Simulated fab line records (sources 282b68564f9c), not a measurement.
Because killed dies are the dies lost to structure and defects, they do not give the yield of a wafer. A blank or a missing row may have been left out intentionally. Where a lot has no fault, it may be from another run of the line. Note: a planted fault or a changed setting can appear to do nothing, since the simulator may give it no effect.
Split-lot experiment -- flow rit_cmos -- 23 wafers read from 5 lots, route of 202 steps

## THE SPLIT ITSELF
At RIT_NWELL_COAT_01 (resist thk 1300 nm), the setting resist_thk_nm was moved away from the recipe's 1300 nm on 6 of the 23 wafers read, by -3.3% to +4.5%. The other wafers ran this setting at the recipe's value.

## FROM THE SPLIT TO THE READING: what the file shows between them, 3 steps
- RIT_NWELL_SOFTBAKE_02: time 60 s
- RIT_NWELL_EXPOSE_03: exposes mask M2, target cd 43900 nm
- RIT_NWELL_DEVELOP_05: develop time 66.67 s

## THE READING
NOVOLAK_of_NWELL_COAT_01.thk_nm (the simulator's own value, which no gauge read), in nm, at RIT_NWELL_HARDBAKE_07 (time 120 s). No usual value for it is given in the file. The 17 wafers here that ran the recipe average 1137 nm, standard deviation 2 nm.

wafer,"tool, chamber at the split","resist_thk_nm as run, nm",against the recipe,"NOVOLAK_of_NWELL_COAT_01.thk_nm, nm",against lot-mates on the recipe
L074.1,"litho_track-03, 0",1300,recipe,1139,-
L074.5,"litho_track-03, 0",1300,recipe,1139,-
L074.2,"litho_track-03, 0",1300,recipe,1138,-
L074.6,"litho_track-03, 0",1300,recipe,1138,-
L074.3,"litho_track-03, 0",1300,recipe,1141,-
L075.1,"litho_track-02, 0",1300,recipe,1134,-
L075.2,"litho_track-02, 0",1300,recipe,1135,-
L075.3,"litho_track-02, 0",1300,recipe,1135,-
L075.5,"litho_track-02, 0",1300,recipe,1136,-
L075.6,"litho_track-02, 0",1300,recipe,1138,-
L077.1,"litho_track-02, 0",1359,+4.5%,1190,+54
L077.2,"litho_track-02, 0",1359,+4.5%,1183,+46
L077.3,"litho_track-02, 0",1359,+4.5%,1184,+48
L077.4,"litho_track-02, 0",1300,recipe,1136,-
L077.5,"litho_track-02, 0",1300,recipe,1137,-
L083.1,"litho_track-02, 0",1300,recipe,1139,-
L083.4,"litho_track-02, 0",1300,recipe,1135,-
L083.5,"litho_track-02, 0",1300,recipe,1140,-
L085.1,"litho_track-03, 0",1257,-3.3%,1101,-34
L085.6,"litho_track-03, 0",1257,-3.3%,1101,-34
L085.2,"litho_track-03, 0",1257,-3.3%,1100,-35
L085.4,"litho_track-03, 0",1300,recipe,1135,-
L085.5,"litho_track-03, 0",1300,recipe,1135,-

THE FIT
A straight line over all 23 wafers: NOVOLAK_of_NWELL_COAT_01.thk_nm changes by +10.8 nm for each +1% of resist_thk_nm; r = +1.00; the points scatter about the line by 2.2 nm.
The same after taking each lot's own level away (the mean of its wafers on the recipe; 23 wafers): +10.7 nm for each +1%; r = +1.00; scatter 1.7 nm.
According to that fit, moving resist_thk_nm by its largest amount changes the reading by 48 nm.
From 1135.0 to 1139.0 nm: that is the span of the lots' own levels, equal to 2.0 times the standard deviation above.
So the lot-to-lot level changes the slope little: the two slopes agree.
Check: +47 nm against its lot-mates is what the line predicts for one of the wafers moved furthest among these (+4.5%) when that wafer is left out of the fit. Against them it came out at +53.5 nm.

## THESE WAFERS: OTHER SPLITS
Note: prior to the reading, these wafers also went through further splits. Each is held against what the fit with the lots' levels taken away leaves over:
other split on the same wafers,wafers away from the commonest value,r with NOVOLAK_of_NWELL_COAT_01.thk_nm (lot level and that fit taken away)
RIT_ACTIVE_CVD_03 pressure_mtorr,15,+0.12
RIT_ACTIVE_COAT_06 resist_thk_nm,6,+0.18
RIT_FOX2_OXIDATION_00 ox_time_s,18,-0.15

## THE WHOLE CHAIN: every reading that the file lists as answering this split, in the file's order
step,what it does,reading,change (the file's fit),r (the file's)
RIT_NWELL_COAT_01,resist thk 1300 nm,"NOVOLAK_of_NWELL_COAT_01.thk_nm (the simulator's own value, which no gauge read)",+12.3 nm for each +1% of the setting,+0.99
RIT_NWELL_HARDBAKE_07,time 120 s,"NOVOLAK_of_NWELL_COAT_01.thk_nm (the simulator's own value, which no gauge read)",+10.6 nm for each +1% of the setting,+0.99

## THE FILE'S OWN FIT
NOVOLAK_of_NWELL_COAT_01.thk_nm changes by +10.6 nm for each +1% of resist_thk_nm, r = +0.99.
